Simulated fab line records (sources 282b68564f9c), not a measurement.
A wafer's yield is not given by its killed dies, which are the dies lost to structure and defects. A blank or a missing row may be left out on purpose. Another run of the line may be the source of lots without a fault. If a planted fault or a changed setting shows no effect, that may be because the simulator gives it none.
One fault seen from 2 desks :: flow rit cmos :: only its own numbers are on each desk; what lay behind them is given at the end

FOR THE TOOL OWNER'S DESK: implanter-03
The tool's own readings at RIT_NSD_IMPLANT_08, given as means over the sampled wafers that have a number, one for each lot that went through this tool. Marked OUT: a lot whose mean sits more than 4 standard deviations from the usual mean, which makes it out of limits; the brackets give that distance.
Columns: A = beam energy keV at RIT_NSD_IMPLANT_08, usual 25.000
lot: L553
first seen here: day 5 09:13
A: 24.997

lot: L555
first seen here: day 5 16:57
A: 25.323 (+40) OUT

lot: L556
first seen here: day 5 20:43
A: 25.335 (+41) OUT
Finding of this desk: L555, L556 out of limits; the first was L555 at day 5 16:57, on beam energy keV at RIT_NSD_IMPLANT_08. Within limits: L553.

AT THE METROLOGY DESK
What the gauges read, lot by lot, whatever tool the lot ran on: means of the sampled wafers that have a number. Marked OUT: a lot whose mean sits more than 4 standard deviations from the usual mean, which makes it out of limits; the brackets give that distance.
Columns: A = SPACER_NITRIDE_THK at RIT_SPACER_THK_MEAS_04, usual 249.4 nm; B = NSD_OVL at RIT_NSD_OVL_MEAS_06, usual 0.4 nm
lot: L548
first seen here: day 4 06:29
A: 252.0
B: -0.1

lot: L553
first seen here: day 5 07:58
A: 249.1
B: 1.8

lot: L555
first seen here: day 5 15:24
A: 248.5
B: 0.5

lot: L556
first seen here: day 5 19:20
A: 247.5
B: 2.1

lot: L559
first seen here: day 6 11:36
A: 252.6
B: 1.2

lot: L565
first seen here: day 7 16:12
A: 250.0
B: 0.7
This desk's finding: nothing out of limits on any of the 6 lots.

ALL TOGETHER
An alarm could have come from the tool owner's desk at day 5 16:57, on L555, L556.
Nothing out of limits was seen by the metrology desk.
The metrology desk holds a record of L555, L556, inside its limits.
The lots listed all ran RIT_NSD_IMPLANT_08 on implanter-03.

WHAT THE SIMULATOR PUT IN
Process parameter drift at RIT_NSD_IMPLANT_08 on implanter-03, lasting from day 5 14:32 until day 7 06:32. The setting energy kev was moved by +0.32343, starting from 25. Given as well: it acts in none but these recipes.
Lots struck among those shown: L555, L556.
How many hours passed from the start of the fault until each desk's first out-of-limits reading: the tool owner's desk, 2.
